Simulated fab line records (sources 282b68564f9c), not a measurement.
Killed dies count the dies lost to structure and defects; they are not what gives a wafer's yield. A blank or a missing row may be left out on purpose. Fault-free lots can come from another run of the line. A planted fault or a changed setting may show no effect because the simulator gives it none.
Which tool is to blame? | flow rit-cmos | 14 lots, 42 wafers sampled, at 5 steps of a route of 202

## WHAT EACH GAUGE READ, for each wafer
RIT_FOX2_THK_MEAS_01. Usual: FOX2_OXIDE_THK typically reads 361 nm, with standard deviation 5.5.
lot  | measured    | on            | FOX2_OXIDE_THK (nm) | flag
L339 | day 1 19:25 | film-metro-02 | 355 354 358         |
L341 | day 2 06:07 | film-metro-04 | 360 357 361         |
L343 | day 2 14:56 | film-metro-04 | 364 361 364         |
L345 | day 3 00:23 | film-metro-01 | 352 351 363         |
L346 | day 3 05:23 | film-metro-04 | 359 357 362         |
L347 | day 3 10:29 | film-metro-02 | 361 361 360         |
L349 | day 3 20:22 | film-metro-04 | 357 364 356         |
L350 | day 4 01:31 | film-metro-01 | 355 357 357         |
L351 | day 4 07:44 | film-metro-04 | 373 371 362         |
L352 | day 4 12:42 | film-metro-04 | 370 367 367         |
L354 | day 4 21:19 | film-metro-01 | 363 364 370         |
L358 | day 5 17:55 | film-metro-04 | 351 353 353         |
L360 | day 6 03:26 | film-metro-04 | 364 365 364         |
L361 | day 6 08:47 | film-metro-01 | 351 357 357         |

RIT_FOX2_THK_MEAS_91. Usual: FIELD_OXIDE_LEFT_2_THK typically reads 266 nm, with standard deviation 5.7.
lot  | measured    | on            | FIELD_OXIDE_LEFT_2_THK (nm) | flag
L339 | day 2 08:46 | film-metro-02 | 259 258 263                 |
L341 | day 2 19:36 | film-metro-04 | 264 262 266                 |
L343 | day 3 04:42 | film-metro-04 | 268 266 269                 |
L345 | day 3 13:56 | film-metro-01 | 257 256 267                 |
L346 | day 3 19:01 | film-metro-01 | 264 262 267                 |
L347 | day 4 00:10 | film-metro-04 | 266 266 266                 |
L349 | day 4 10:29 | film-metro-04 | 262 268 261                 |
L350 | day 4 15:10 | film-metro-04 | 259 261 261                 |
L351 | day 4 20:54 | film-metro-02 | 278 276 267                 |
L352 | day 5 02:25 | film-metro-04 | 275 272 272                 |
L354 | day 5 10:26 | film-metro-04 | 268 269 274                 |
L358 | day 6 07:16 | film-metro-02 | 256 258 257                 |
L360 | day 6 16:50 | film-metro-04 | 269 270 269                 |
L361 | day 6 22:16 | film-metro-01 | 257 262 262                 |

RIT_NSD_TW_MEAS_10. Usual: NSD_TW typically reads 3120, with standard deviation 19.
lot  | measured    | on            | NSD_TW         | flag
L339 | day 3 00:17 | film-metro-02 | 3093 3102 3104 |
L341 | day 3 10:10 | film-metro-01 | 3110 3113 3110 |
L343 | day 3 19:32 | film-metro-02 | 3115 3106 3094 |
L345 | day 4 05:33 | film-metro-02 | 3099 3105 3081 |
L346 | day 4 09:57 | film-metro-01 | 3143 3143 3151 |
L347 | day 4 15:53 | film-metro-03 | 3138 3137 3147 |
L349 | day 5 01:34 | film-metro-02 | 3100 3091 3086 |
L350 | day 5 07:02 | film-metro-03 | 3423 3437 3450 | OFF
L351 | day 5 13:35 | film-metro-01 | 3118 3111 3118 |
L352 | day 5 22:59 | film-metro-01 | 3118 3108 3125 |
L354 | day 6 01:26 | film-metro-01 | 3430 3459 3424 | OFF
L358 | day 6 22:04 | film-metro-01 | 3123 3122 3121 |
L360 | day 7 07:49 | film-metro-01 | 3114 3120 3135 |
L361 | day 7 13:49 | film-metro-01 | 3127 3132 3121 |

RIT_SDANNEAL_RS_MEAS_05: the measuring method here is four-point-probe. Usual: NSD_RS typically reads 84.54 ohm/sq, with standard deviation 0.28.
lot  | measured    | on            | NSD_RS (ohm/sq)   | flag
L339 | day 3 02:22 | film-metro-01 | 85.22 85.21 85.25 |
L341 | day 3 12:14 | film-metro-03 | 84.72 84.81 84.53 |
L343 | day 3 21:33 | film-metro-03 | 84.53 84.22 84.68 |
L345 | day 4 07:38 | film-metro-03 | 84.08 84.69 84.31 |
L346 | day 4 12:00 | film-metro-02 | 84.36 84.80 84.53 |
L347 | day 4 18:03 | film-metro-03 | 84.09 84.21 84.37 |
L349 | day 5 03:36 | film-metro-02 | 84.06 84.32 84.41 |
L350 | day 5 09:04 | film-metro-03 | 58.65 58.64 58.80 | OFF
L351 | day 5 15:44 | film-metro-03 | 84.87 84.79 84.75 |
L352 | day 6 01:02 | film-metro-02 | 84.44 84.19 84.24 |
L354 | day 6 03:50 | film-metro-02 | 58.68 58.50 58.61 | OFF
L358 | day 7 00:08 | film-metro-03 | 84.54 84.24 84.46 |
L360 | day 7 09:59 | film-metro-01 | 84.75 84.59 84.81 |
L361 | day 7 15:59 | film-metro-03 | 84.79 84.65 84.89 |

## EACH LOT AND THE TOOL THAT RAN IT (in order: tool; ch and the chambers of the sampled wafers; start)
lot  | RIT_NSD_IMPLANT_08
L339 | implanter-04 ch 0, day 2 23:59
L341 | implanter-01 ch 0, day 3 09:52
L343 | implanter-02 ch 0, day 3 19:12
L345 | implanter-04 ch 0, day 4 05:16
L346 | implanter-01 ch 0, day 4 09:38
L347 | implanter-02 ch 0, day 4 15:34
L349 | implanter-02 ch 0, day 5 01:14
L350 | implanter-02 ch 0, day 5 06:44
L351 | implanter-04 ch 0, day 5 13:16
L352 | implanter-01 ch 0, day 5 22:40
L354 | implanter-02 ch 0, day 6 01:07
L358 | implanter-01 ch 0, day 6 21:47
L360 | implanter-04 ch 0, day 7 07:29
L361 | implanter-01 ch 0, day 7 13:29
- RIT_NSD_IMPLANT_08

## WHAT THE TOOLS THEMSELVES READ (means of the sampled wafers that have a number; where no wafer has one, the mark that the record gives instead)
RIT_NSD_IMPLANT_08. Usual: dose-ions-cm2 9.999e+14, standard deviation 1.1e+12; end-station-pressure-torr 7.5e-06 Torr, standard deviation 3.8e-07; faraday-current-uA 3130, standard deviation 61.
lot  | tool         | dose-ions-cm2 | end-station-pressure-torr (Torr) | faraday-current-uA | flag
L339 | implanter-04 | 9.991e+14     | 7.5e-06                          | 3104               |
L341 | implanter-01 | 1.000e+15     | 7.3e-06                          | 3123               |
L343 | implanter-02 | 9.992e+14     | 7.3e-06                          | 3145               |
L345 | implanter-04 | 1.001e+15     | 7.3e-06                          | 3166               |
L346 | implanter-01 | 9.992e+14     | 7.4e-06                          | 3139               |
L347 | implanter-02 | 9.999e+14     | 7.9e-06                          | 3087               |
L349 | implanter-02 | 1.001e+15     | 7.5e-06                          | 3118               |
L350 | implanter-02 | 1.640e+15     | 8.8e-06                          | 5165               | OFF
L351 | implanter-04 | 9.987e+14     | 7.2e-06                          | 3205               |
L352 | implanter-01 | 1.001e+15     | 7.6e-06                          | 3131               |
L354 | implanter-02 | 1.639e+15     | 8.7e-06                          | 5170               | OFF
L358 | implanter-01 | 9.997e+14     | 7.3e-06                          | 3136               |
L360 | implanter-04 | 1.000e+15     | 7.6e-06                          | 3114               |
L361 | implanter-01 | 1.001e+15     | 7.4e-06                          | 3128               |

## THE ANSWER, worked out from the rows above alone
Rule: lot off if the mean of its wafers having a number is beyond 3 standard deviations from the usual mean. A lot without any number at a reading at which 4 lots or more have one is off too. Where the step has rows for the other lots, those lots are counted as sound. First the gauges in route order, then the tools' own readings, where a lot's mean is used as printed above. At the first step where some lot is off, the reading lying furthest off is the one used; lots without a number count as furthest.
Off: at RIT_NSD_TW_MEAS_10 (NSD_TW), L350, L354.
If a tool, at a process step before that reading, ran all the lots that are off and no sound lot after the first of them, it fits. Not tried: the gauges at RIT_NSD_TW_MEAS_10; whatever is off there is also off at RIT_NSD_IMPLANT_08, on other tools, and gauge error can't account for it. One candidate fits, namely implanter-02 at RIT_NSD_IMPLANT_08. Its last sound lot is L349 (day 5 01:14), its first lot that is off L350 (day 5 06:44): a fault that began between those two fits.
The tool's own readings at RIT_NSD_IMPLANT_08 bear it out: on the lots that are off they differ by more than 5 times the standard deviation of the sound lots' means. dose-ions-cm2 reads 1.640e+15 there against 1.000e+15 on the sound lots; end-station-pressure-torr reads 8.7e-06 Torr there against 7.4e-06 Torr on the sound lots; faraday-current-uA reads 5168 there against 3133 on the sound lots.

## WHAT THE SIMULATOR HAD INSERTED
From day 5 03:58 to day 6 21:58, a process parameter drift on implanter-02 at RIT_NSD_IMPLANT_08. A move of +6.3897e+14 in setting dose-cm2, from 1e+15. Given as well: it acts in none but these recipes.
Lots struck among those shown: L350, L354. The rule above found the same.
